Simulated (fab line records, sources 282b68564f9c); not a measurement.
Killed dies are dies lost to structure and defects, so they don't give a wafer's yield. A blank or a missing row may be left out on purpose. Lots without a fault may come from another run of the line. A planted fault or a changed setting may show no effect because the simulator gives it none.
Which tool did it? | flow rit_cmos | 15 lots, 45 wafers sampled, at 6 steps of a route of 202

WHAT THE GAUGES READ, wafer by wafer
RIT_GATE_THK_MEAS_07.
lot  | measured    | on            | GATE_OXIDE_THK (nm)
L294 | day 2 16:17 | film_metro-03 | 2.99 3.07 2.99
L295 | day 2 20:13 | film_metro-03 | 2.98 3.08 3.01
L298 | day 3 10:45 | film_metro-01 | 3.00 2.97 2.90
L300 | day 3 16:29 | film_metro-01 | 3.08 3.01 3.06
L301 | day 4 02:35 | film_metro-01 | 3.12 3.09 3.13
L302 | day 4 03:55 | film_metro-01 | 2.98 3.00 3.06
L308 | day 5 10:36 | film_metro-01 | 3.03 3.05 2.98
L309 | day 5 21:23 | film_metro-01 | 3.00 2.95 2.97
L310 | day 6 00:37 | film_metro-01 | 2.88 2.85 2.79
L312 | day 6 11:10 | film_metro-04 | 3.13 3.09 3.13
L313 | day 7 00:43 | film_metro-04 | 2.82 2.96 2.93
L314 | day 7 04:48 | film_metro-01 | 3.02 2.88 2.96
L315 | day 7 04:48 | film_metro-04 | 3.04 2.99 2.92
L316 | day 7 09:37 | film_metro-04 | 2.94 2.97 2.93
L317 | day 7 16:43 | film_metro-01 | 2.94 3.01 2.98

RIT_GATE_CD_MEAS_90: target cd 150 nm.
lot  | measured    | on        | cd_nm (nm)
L294 | day 2 19:28 | cd_sem-02 | 143 143 147
L295 | day 3 00:22 | cd_sem-01 | 151 148 149
L298 | day 3 17:40 | cd_sem-01 | 145 147 144
L300 | day 3 20:40 | cd_sem-01 | 152 150 152
L301 | day 4 06:29 | cd_sem-02 | 150 149 148
L302 | day 4 07:34 | cd_sem-02 | 137 137 142
L308 | day 5 14:29 | cd_sem-02 | 146 144 147
L309 | day 6 00:42 | cd_sem-02 | 142 139 143
L310 | day 6 05:08 | cd_sem-01 | 146 146 145
L312 | day 6 14:28 | cd_sem-02 | 146 147 147
L313 | day 7 04:01 | cd_sem-02 | 146 145 148
L314 | day 7 08:07 | cd_sem-01 | 145 145 147
L315 | day 7 08:21 | cd_sem-01 | 150 147 147
L316 | day 7 12:55 | cd_sem-02 | 149 150 149
L317 | day 7 20:13 | cd_sem-02 | 151 150 151

RIT_NLDD_TW_MEAS_10.
lot  | measured    | on            | NLDD_TW
L294 | day 3 00:32 | film_metro-02 | 2503 2512 2518
L295 | day 3 05:44 | film_metro-03 | 2490 2490 2508
L298 | day 3 23:10 | film_metro-01 | 2466 2458 2471
L300 | day 4 02:34 | film_metro-03 | 1544 1544 1534
L301 | day 4 10:59 | film_metro-01 | 1553 1544 1544
L302 | day 4 12:29 | film_metro-03 | 1554 1569 1566
L308 | day 5 22:24 | film_metro-01 | 2456 2462 2467
L309 | day 6 07:07 | film_metro-01 | 2484 2489 2496
L310 | day 6 09:43 | film_metro-01 | 2491 2491 2492
L312 | day 6 19:52 | film_metro-01 | 2496 2500 2482
L313 | day 7 12:08 | film_metro-02 | 2505 2506 2498
L314 | day 7 18:04 | film_metro-02 | 2512 2506 2492
L315 | day 7 18:10 | film_metro-03 | 2499 2478 2500
L316 | day 7 18:26 | film_metro-02 | 2503 2519 2518
L317 | day 8 04:40 | film_metro-02 | 2513 2511 2518

RIT_PLDD_OVL_MEAS_06.
lot  | measured    | on         | PLDD_OVL (nm)
L294 | day 3 01:34 | overlay-02 | 1.3 2.0 1.8
L295 | day 3 06:47 | overlay-01 | 0.9 0.2 0.0
L298 | day 4 00:12 | overlay-01 | 0.2 -1.6 0.6
L300 | day 4 03:36 | overlay-02 | 0.5 1.1 -0.2
L301 | day 4 11:53 | overlay-02 | -1.8 -0.1 -0.4
L302 | day 4 13:23 | overlay-02 | -0.8 1.3 2.4
L308 | day 5 23:26 | overlay-02 | 2.2 0.9 2.4
L309 | day 6 08:01 | overlay-02 | 1.8 2.0 3.5
L310 | day 6 10:38 | overlay-01 | 4.3 0.1 0.7
L312 | day 6 20:53 | overlay-02 | -0.5 -2.5 0.3
L313 | day 7 13:10 | overlay-02 | 3.0 2.9 2.0
L314 | day 7 19:01 | overlay-02 | 1.2 0.1 0.3
L315 | day 7 19:17 | overlay-01 | 2.3 3.3 2.1
L316 | day 7 19:33 | overlay-02 | 1.0 1.5 0.5
L317 | day 8 05:34 | overlay-01 | -0.4 0.7 2.2

RIT_SDANNEAL_RS_MEAS_07: measures by four-point-probe.
lot  | measured    | on            | NLDD_RS (ohm/sq)
L294 | day 3 08:25 | film_metro-03 | 151.0 151.2 150.9
L295 | day 3 15:03 | film_metro-03 | 150.2 150.8 150.9
L298 | day 4 07:18 | film_metro-03 | 151.7 152.2 151.5
L300 | day 4 10:54 | film_metro-03 | 519.5 518.0 524.1
L301 | day 4 19:42 | film_metro-01 | 499.2 505.5 507.0
L302 | day 4 20:29 | film_metro-02 | 501.6 503.0 501.6
L308 | day 6 06:28 | film_metro-03 | 150.5 151.4 150.9
L309 | day 6 14:58 | film_metro-01 | 151.4 151.4 151.2
L310 | day 6 17:29 | film_metro-01 | 151.5 151.7 151.6
L312 | day 7 03:38 | film_metro-03 | 151.5 152.0 151.5
L313 | day 7 20:08 | film_metro-01 | 151.8 151.7 151.6
L314 | day 8 02:04 | film_metro-01 | 151.6 151.5 151.3
L315 | day 8 02:22 | film_metro-03 | 150.4 150.4 150.6
L316 | day 8 03:56 | film_metro-01 | 151.2 151.1 151.4
L317 | day 8 12:25 | film_metro-02 | 152.1 150.9 151.4

WHICH TOOL RAN EACH LOT (tool, then ch and the chambers of the sampled wafers, then the start)
lot  | RIT_NLDD_IMPLANT_08
L294 | implanter-01 ch 0, day 3 00:12
L295 | implanter-01 ch 0, day 3 05:25
L298 | implanter-03 ch 0, day 3 22:52
L300 | implanter-01 ch 0, day 4 02:14
L301 | implanter-01 ch 0, day 4 10:40
L302 | implanter-01 ch 0, day 4 12:11
L308 | implanter-02 ch 0, day 5 22:05
L309 | implanter-03 ch 0, day 6 06:49
L310 | implanter-02 ch 0, day 6 09:24
L312 | implanter-03 ch 0, day 6 19:32
L313 | implanter-02 ch 0, day 7 11:49
L314 | implanter-01 ch 0, day 7 17:46
L315 | implanter-03 ch 0, day 7 17:51
L316 | implanter-02 ch 0, day 7 18:08
L317 | implanter-01 ch 0, day 8 04:20
- RIT_NLDD_IMPLANT_08

WHAT THE TOOLS THEMSELVES READ (means of the sampled wafers that have a number; where no wafer has one, the mark that the record gives instead)
RIT_NLDD_IMPLANT_08.
lot  | tool         | dose_ions_cm2 | end_station_pressure_torr (Torr) | faraday_current_uA
L294 | implanter-01 | 5e+14         | 6.1e-06                          | 1567
L295 | implanter-01 | 5e+14         | 6.0e-06                          | 1584
L298 | implanter-03 | 5e+14         | 6.4e-06                          | 1556
L300 | implanter-01 | 1e+14         | 5.1e-06                          | 311
L301 | implanter-01 | 1e+14         | 5.1e-06                          | 321
L302 | implanter-01 | 1e+14         | 5.1e-06                          | 316
L308 | implanter-02 | 5e+14         | 6.1e-06                          | 1585
L309 | implanter-03 | 5e+14         | 6.3e-06                          | 1583
L310 | implanter-02 | 5e+14         | 6.0e-06                          | 1580
L312 | implanter-03 | 5e+14         | 6.0e-06                          | 1569
L313 | implanter-02 | 5e+14         | 6.1e-06                          | 1545
L314 | implanter-01 | 5e+14         | 6.3e-06                          | 1569
L315 | implanter-03 | 5e+14         | 6.5e-06                          | 1594
L316 | implanter-02 | 5e+14         | 6.2e-06                          | 1558
L317 | implanter-01 | 5e+14         | 6.3e-06                          | 1564

THE ANSWER, worked out from the rows above alone
Rule: what is usual is taken from the lots themselves. Put in order of their means at a reading, lots are off if they are a third of the lots or fewer, leave a main group of 4 or more, and stand apart from it by a gap of 3 or more times the standard deviation of the main group's means; of several such gaps the widest counts. A main group whose means are all the same, to the digits that the tables above print for the reading, isn't used. A lot without any number at a reading at which 4 lots or more have one is off too. The other lots that the step has rows for count as sound. The gauges are gone through in route order, then the tools' own readings, and for those a lot's mean is taken as printed above. The first step at which some lot is off is used, and at that step the reading that is off furthest; a lot without a number counts as furthest.
Off: L300, L301, L302, at RIT_NLDD_TW_MEAS_10 (NLDD_TW). The main group: mean 2494, standard deviation 16.
A tool fits if, at a process step before that reading, it ran every lot that is off, and no sound lot after the first of them. The gauges at RIT_NLDD_TW_MEAS_10 aren't tried: what is off there is off at RIT_NLDD_IMPLANT_08 too, on other tools, and a gauge's error can't cause that. None of those tried fits.

WHAT THE SIMULATOR HAD PUT IN
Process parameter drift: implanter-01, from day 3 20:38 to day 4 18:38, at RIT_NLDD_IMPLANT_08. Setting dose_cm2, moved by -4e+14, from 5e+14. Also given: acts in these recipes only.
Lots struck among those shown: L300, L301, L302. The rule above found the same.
